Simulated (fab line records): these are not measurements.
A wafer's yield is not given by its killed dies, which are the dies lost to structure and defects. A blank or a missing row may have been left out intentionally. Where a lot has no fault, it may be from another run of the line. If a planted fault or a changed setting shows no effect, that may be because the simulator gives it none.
fab line records | flow rit_cmos
record: lots: 6 wafers: 18 last_day: 7
route steps=202 shown NRETRO@60 PRETRO@64 GATE@75 M1@202
lots that met no fault: from a run of the same line without faults
start_h: the number of hours between the record's first day and the start of the first shown wafer of the lot | wait_h: hours elapsed since this lot's preceding step | " unchanged from the row above | L1.1+2: a row that stands for several wafers | - either no value or no given start | * or withheld: withheld | < > ~ a bound
route shown NAME@n: NAME is a module with steps in the file, n the number in the route of the first one | usual: mean/standard deviation taken from wafers without a fault | same: alike in all rows | chamber/n: place in a boat | sites: readings site by site | _std_site: standard deviation across them | _edge_site: outer sites' mean less inner sites' | radius_mm: for every site, how far away it sits from the centre of the wafer | mask NAME#n: copy n | behind: the tool/chamber that last shaped the wafer | hold: what put the lot on hold/how long, in hours/how the hold closed | device: the n, p or np transistor that did not switch | end of line: tests run on the same wafers once the route is complete | where a step has no rows: the recipe by itself | killed: not the wafer's yield, but the dies lost to structure and defects at the first sort | map: shows each die of a wafer: x if killed, . if not, _ if none is there
set.NAME: the setting that was run; set.NAME@STEP: the one run at that earlier step | model.NAME: the simulator's own value behind a step, which no gauge read
lots at selected steps of the route; one table per step, one row per wafer
services: a tool's chamber out of use, with start hour (start_h, from the record's first day; less than 0 if before it), hours out, and reason
== steps ==
step: RIT_NRETRO_HARDBAKE_07
recipe: resist: NOVOLAK temp_c: 140 time_s: 120
step: RIT_NRETRO_IMPLANT_08
recipe: species: P energy_kev: 70 dose_cm2: 1e+13 tilt_deg: 7
step: RIT_NRETRO_STRIP_09
recipe: chemistry: O2 time_s: 180 resist: NOVOLAK platen_temp_c: withheld power_w: 500 pressure_mtorr: 4000 o2_flow_sccm: 4000
usual: drypump_motor_current_A: 5.7/0.57
columns lot.wafer tool chamber start_h wait_h drypump_motor_current_A rf_hours_counter_h
L946.1 plasma_asher-03 0 34.74 0.1 4.9 23
L946.2 " 1 " " 6.1 23
L946.3 " 1 " " 6.0 -
L961.1 plasma_asher-04 0 110.66 0.1 5.8 49
L961.3 " 1 " " 6.5 -
L961.4 " 0 " " 5.8 -
L962.2 plasma_asher-04 1 116.44 0.1 6.5 50
L962.4 " 0 " " 5.8 -
L962.5 " 1 " " 6.5 -
L963.1 plasma_asher-04 1 120.61 0.1 6.5 50
L963.2 " 0 " " 5.8 50
L963.5 " 1 " " 6.5 -
L965.2 plasma_asher-01 0 130.84 0.1 5.2 51
L965.5 " 1 " " 5.9 -
L965.6 " 0 " " 5.2 -
L968.3 plasma_asher-04 0 145.99 0.1 5.8 -
L968.4 " 1 " " 6.5 -
L968.5 " 1 " " 6.4 -
step: RIT_NRETRO_TW_MEAS_10
usual: NRETRO_TW: 1042/6.3
columns lot.wafer tool chamber start_h wait_h NRETRO_TW
L946.1 film_metro-04 - 34.91 0.1 1040
L946.2 " - " " 1045
L946.3 " - " " 1042
L961.1 film_metro-02 - 110.83 0.1 1037
L961.3 " - " " 1047
L961.4 " - " " 1044
L962.2 film_metro-04 - 116.63 0.1 1038
L962.4 " - " " 1038
L962.5 " - " " 1038
L963.1 film_metro-03 - 120.79 0.1 1046
L963.2 " - " " 1052
L963.5 " - " " 1050
L965.2 film_metro-02 - 131.02 0.1 1040
L965.5 " - " " 1036
L965.6 " - " " 1040
L968.3 film_metro-04 - 146.12 0.1 1039
L968.4 " - " " 1032
L968.5 " - " " 1038
step: RIT_PRETRO_HMDS_00
recipe: prime_time_s: 60 prime_temp_c: 140
step: RIT_PRETRO_COAT_01
recipe: resist: NOVOLAK spin_rpm: 2000 resist_thk_nm: 1300
step: RIT_PRETRO_SOFTBAKE_02
recipe: resist: NOVOLAK temp_c: 90 time_s: 60
step: RIT_PRETRO_EXPOSE_03
recipe: mask_id: M5 na: 0.57 target_cd_nm: 43700 dose_mj: 250
step: RIT_PRETRO_PEB_04
recipe: resist: NOVOLAK temp_c: withheld time_s: withheld
step: RIT_PRETRO_DEVELOP_05
recipe: resist: NOVOLAK develop_time_s: 68 dev_temp_c: 23
step: RIT_PRETRO_OVL_MEAS_06
usual: PRETRO_OVL: 1.0/1.1
columns lot.wafer tool chamber start_h wait_h PRETRO_OVL[nm]
L946.1 overlay-01 - 35.85 - 1.3
L946.2 " - " " 1.8
L946.3 " - " " 2.4
L961.1 overlay-02 - 111.77 - 2.4
L961.3 " - " " -1.0
L961.4 " - " " -0.3
L962.2 overlay-01 - 117.69 - 1.8
L962.4 " - " " 0.6
L962.5 " - " " 1.5
L963.1 overlay-02 - 121.85 - 1.3
L963.2 " - " " 0.0
L963.5 " - " " 1.4
L965.2 overlay-01 - 131.96 - 1.7
L965.5 " - " " 2.1
L965.6 " - " " 1.7
L968.3 overlay-02 - 147.05 - 0.8
L968.4 " - " " 1.5
L968.5 " - " " -0.3
step: RIT_PRETRO_HARDBAKE_07
recipe: resist: NOVOLAK temp_c: 140 time_s: 120
step: RIT_PRETRO_IMPLANT_08
recipe: species: B energy_kev: 45 dose_cm2: 1.2e+13 tilt_deg: 7
usual: dose_ions_cm2: 1.2002e+13/1.3e+10 faraday_current_uA: 38.0/0.69
columns lot.wafer tool chamber start_h wait_h dose_ions_cm2 faraday_current_uA
L946.1 implanter-01 0 36.14 0.2 1.1979e+13 37.2
L946.2 " 0 " " 1.1988e+13 38.1
L946.3 " 0 " " 1.1999e+13 38.1
L961.1 implanter-03 0 112.06 0.2 1.2006e+13 36.7
L961.3 " 0 " " 1.2027e+13 37.8
L961.4 " 0 " " 1.1989e+13 38.2
L962.2 implanter-01 0 118.00 0.2 1.705e+13 54.0
L962.4 " 0 " " 1.705e+13 54.9
L962.5 " 0 " " 1.7061e+13 54.8
L963.1 implanter-01 0 122.14 0.2 1.7065e+13 55.0
L963.2 " 0 " " 1.7028e+13 54.3
L963.5 " 0 " " 1.7055e+13 55.1
L965.2 implanter-02 0 132.27 0.2 1.198e+13 38.4
L965.5 " 0 " " 1.1991e+13 36.8
L965.6 " 0 " " 1.1976e+13 37.3
L968.3 implanter-03 0 147.38 0.2 1.2005e+13 37.5
L968.4 " 0 " " 1.2015e+13 38.2
L968.5 " 0 " " 1.2021e+13 39.2
step: RIT_PRETRO_STRIP_09
recipe: chemistry: O2 time_s: 180 resist: NOVOLAK platen_temp_c: withheld power_w: 500 pressure_mtorr: 4000 o2_flow_sccm: 4000
usual: drypump_motor_current_A: 5.8/0.53
columns lot.wafer tool chamber start_h wait_h drypump_motor_current_A rf_hours_counter_h
L946.1 plasma_asher-02 1 36.29 0.1 4.9 40
L946.2 " 0 " " 6.2 40
L946.3 " 0 " " 6.2 -
L961.1 plasma_asher-04 0 112.21 0.1 5.8 49
L961.3 " 0 " " 5.8 -
L961.4 " 1 " " 6.4 -
L962.2 plasma_asher-01 1 118.12 0.1 6.0 49
L962.4 " 1 " " 6.0 -
L962.5 " 0 " " 5.2 -
L963.1 plasma_asher-01 1 122.29 0.1 5.9 50
L963.2 " 0 " " 5.2 50
L963.5 " 1 " " 6.0 -
L965.2 plasma_asher-04 1 132.39 0.1 6.5 52
L965.5 " 1 " " 6.5 -
L965.6 " 0 " " 5.8 -
L968.3 plasma_asher-02 1 147.54 0.1 4.9 -
L968.4 " 0 " " 6.2 -
L968.5 " 0 " " 6.1 -
step: RIT_PRETRO_TW_MEAS_10
usual: PRETRO_TW: 474/4.3
columns lot.wafer tool chamber start_h wait_h PRETRO_TW
L946.1 film_metro-03 - 36.46 0.1 476
L946.2 " - " " 476
L946.3 " - " " 475
L961.1 film_metro-01 - 112.38 0.1 479
L961.3 " - " " 477
L961.4 " - " " 477
L962.2 film_metro-03 - 118.31 0.1 531
L962.4 " - " " 530
L962.5 " - " " 530
L963.1 film_metro-01 - 122.46 0.1 532
L963.2 " - " " 536
L963.5 " - " " 535
L965.2 film_metro-01 - 132.58 0.1 479
L965.5 " - " " 477
L965.6 " - " " 477
L968.3 film_metro-01 - 147.67 0.1 480
L968.4 " - " " 479
L968.5 " - " " 477
step: RIT_GATE_WET_ETCH_00
recipe: chemistry: BOE target: SiO2 target_depth_nm: 56 time_s: 60 dry: n2_spin dilution: 10:1 temp_c: 21.5
step: RIT_M1_PROBE_99
usual: killed_at_contacts: 0.1/0.3 killed_at_front_end: 7.1/3 killed_dies: 7.3/3 killed_on_rim: 1.9/1.3 killed_open: 3.6/2 killed_short: 3.5/1.9
same: gross_dies: 264 killed_at_M0_to_M3: 0 killed_at_M4_up: 0 killed_at_back_side: 0 killed_at_other: 0
columns lot.wafer tool chamber start_h wait_h killed_at_contacts killed_at_front_end killed_dies killed_on_rim killed_open killed_short model.etest.nmos_0p3.r_on_ohm_um model.etest.nmos_0p15.r_on_ohm_um model.etest.nmos_turned.drive_ua_um model.etest.nmos_0p15.drive_ua_um model.etest.nmos_0p3.drive_ua_um model.etest.nmos_narrow.drive_ua_um model.etest.ring.delay_ps model.etest.retro_edge_nmos.off_log10_a_um
L946.1 prober-02 - 60.94 0.1 0 5 5 2 4 1 2232 1136 311.4 448.4 213.4 215.8 28.33 -10.51
L946.2 prober-02 - 60.99 0.1 0 6 6 2 3 3 2240 1104 313.3 441.2 205 206.9 28.26 -10.66
L946.3 prober-02 - 61.04 0.2 0 6 6 3 3 3 2228 1119 313.2 453.5 211 211.8 27.52 -10.22
L961.1 prober-01 - 138.37 0.1 0 5 5 2 4 1 2234 1198 334.7 461 217.1 222.4 27.68 -10.03
L961.3 prober-01 - 138.47 0.2 0 6 6 0 5 1 2151 1100 348.9 480.7 225.9 232.6 26.84 -9.728
L961.4 prober-01 - 138.52 0.2 0 4 4 1 1 3 2164 1133 330.8 469.6 223.1 230.4 27.45 -9.937
L962.2 prober-02 - 143.23 0.1 0 7 7 1 3 4 2411 1314 254.4 409 196.6 201.8 29.14 -11.19
L962.4 prober-02 - 143.33 0.2 0 2 2 0 0 2 2369 1238 254.2 400.3 191.4 196.5 29.65 -11.48
L962.5 prober-02 - 143.38 0.2 0 5 5 0 4 1 2407 1260 252.2 402.8 188.9 192.5 29.17 -11.4
L963.1 prober-01 - 148.44 0.1 1 9 10 4 7 3 2342 1234 262.5 401.7 194.9 199.9 30.15 -11.61
L963.2 prober-01 - 148.49 0.1 0 6 6 1 4 2 2332 1207 260.1 397.2 192.1 194.8 30.2 -11.72
L963.5 prober-01 - 148.64 0.2 0 5 5 3 3 2 2312 1210 267 403 196.4 198.2 29.93 -11.71
L965.2 prober-01 - 157.76 0.1 0 8 8 2 5 3 2168 1124 315.1 460.4 221.5 220.4 27.3 -9.93
L965.5 prober-01 - 157.91 0.2 0 8 8 2 4 4 2164 1127 320.2 459.2 223.9 223.7 27.39 -10.1
L965.6 prober-01 - 157.96 0.2 0 8 8 1 2 6 2219 1166 319.5 459.6 219.5 218.3 27.52 -9.863
L968.3 prober-02 - 173.07 0.2 0 10 10 2 7 3 2121 1099 342.1 494 233.6 235.3 26.11 -9.468
L968.4 prober-02 - 173.12 0.2 0 5 5 2 1 4 2163 1176 346.1 493 238.7 241.2 26.38 -9.189
L968.5 prober-02 - 173.17 0.2 0 12 12 5 2 10 2174 1183 350.8 498.9 237.1 240.2 26.22 -9.323
killed by level:class
L946.1 GATE:geometric_particle:open=2 FOX1:geometric_particle:open=1 FOX2:geometric_particle:open=1 SPACER:geometric_particle:short=1
L946.2 FOX1:geometric_particle:short=1 FOX2:geometric_particle:open=1 GATE:geometric_particle:short=1 GATE:geometric_particle:open=1 REOX:geometric_particle:open=1 REOX:geometric_particle:short=1
L946.3 GATE:geometric_particle:short=2 FOX1:geometric_particle:open=1 GATE:geometric_particle:open=1 REOX:geometric_particle:open=1 SPACER:geometric_particle:short=1
L961.1 GATE:geometric_particle:open=3 FOX1:geometric_particle:open=1 FOX1:geometric_particle:short=1
L961.3 GATE:geometric_particle:open=2 FOX2:geometric_particle:open=1 REOX:geometric_particle:open=1 SPACER:geometric_particle:short=1 SPACER:geometric_particle:open=1
L961.4 GATE:geometric_particle:short=2 GATE:geometric_particle:open=1 REOX:geometric_particle:short=1
L962.2 GATE:geometric_particle:short=2 GATE:geometric_particle:open=2 SILICIDE:geometric_particle:short=2 REOX:geometric_particle:open=1
L962.4 FOX2:geometric_particle:short=1 REOX:geometric_particle:short=1
L962.5 GATE:geometric_particle:open=2 GATE:geometric_particle:short=1 REOX:geometric_particle:open=1 SILICIDE:geometric_particle:open=1
L963.1 SPACER:geometric_particle:open=4 ACTIVE:geometric_particle:open=1 FOX1:geometric_particle:open=1 SPACER:geometric_particle:short=1 SILICIDE:geometric_particle:open=1 SILICIDE:geometric_particle:short=1 CONTACT:geometric_particle:short=1
L963.2 SILICIDE:geometric_particle:open=2 FOX1:geometric_particle:open=1 GATE:geometric_particle:short=1 GATE:geometric_particle:open=1 REOX:geometric_particle:short=1
L963.5 SILICIDE:geometric_particle:open=2 FOX1:geometric_particle:short=1 FOX2:geometric_particle:short=1 SPACER:geometric_particle:open=1
L965.2 FOX1:geometric_particle:short=2 FOX2:geometric_particle:open=2 FOX1:geometric_particle:open=1 REOX:geometric_particle:open=1 REOX:geometric_particle:short=1 SILICIDE:geometric_particle:open=1
L965.5 FOX1:geometric_particle:short=2 FOX2:geometric_particle:open=1 GATE:geometric_particle:short=1 GATE:geometric_particle:open=1 REOX:geometric_particle:open=1 SPACER:geometric_particle:open=1 SPACER:geometric_particle:short=1
L965.6 REOX:geometric_particle:short=4 FOX1:geometric_particle:short=1 FOX1:geometric_particle:open=1 GATE:geometric_particle:short=1 REOX:geometric_particle:open=1
L968.3 REOX:geometric_particle:open=3 GATE:geometric_particle:open=2 FOX1:geometric_particle:short=1 REOX:geometric_particle:short=1 SPACER:geometric_particle:short=1 SPACER:geometric_particle:open=1 SILICIDE:geometric_particle:open=1
L968.4 SILICIDE:geometric_particle:short=2 FOX1:geometric_particle:open=1 GATE:geometric_particle:short=1 REOX:geometric_particle:short=1
L968.5 FOX1:geometric_particle:short=3 REOX:geometric_particle:short=3 FOX2:geometric_particle:short=2 FOX1:geometric_particle:open=1 GATE:geometric_particle:open=1 GATE:geometric_particle:short=1 SPACER:geometric_particle:short=1
== services ==
columns tool chamber start_h hours kind
implanter-02 - 40.80 2.6 repair
plasma_asher-03 - 44.61 4.5 repair
plasma_asher-02 - 108.75 9.0 pm
plasma_asher-02 0 108.75 9.0 vent_cycle
plasma_asher-02 1 108.75 9.0 vent_cycle
plasma_asher-03 - 110.13 0.6 repair
plasma_asher-02 0 117.75 - clean
plasma_asher-02 1 117.75 - clean
plasma_asher-02 - 120.17 14.6 pm
== key ==
first_sign: step: RIT_PRETRO_IMPLANT_08 reading: dose_ions_cm2 direction: up sigmas: 99+ usual: 1.2002e+13 struck: 1.7051e+13
effect: step: RIT_PRETRO_IMPLANT_08 reading: faraday_current_uA direction: up sigmas: 24 usual: 38.0 struck: 54.7
effect: step: RIT_PRETRO_TW_MEAS_10 reading: PRETRO_TW direction: up sigmas: 14 usual: 474 struck: 532
model_effect: step: RIT_M1_PROBE_99 value: etest.nmos_0p3.r_on_ohm_um without: 2173 struck: 2362
met_at RIT_PRETRO_IMPLANT_08
struck_wafers L962.2,L962.4,L962.5,L963.1,L963.2,L963.5
tester_left_out L962,L963
onset_between 36.14 118.00
fault: kind: process_parameter_drift tool: implanter-01 chamber: - onset_h: 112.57 steps: RIT_PRETRO_IMPLANT_08 channel: dose_cm2 offset: 5.0516e+12 shape: step end_h: 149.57 acts_in: these_recipes_only stated: 1.2e+13
tester_left_out: of these lots the tester's yield and bins aren't shown, on N5 and GAA mostly nor the transistor test; their killed dies are dies lost to structure and defects alone, not to doping, threshold or leakage, so they don't give the yield
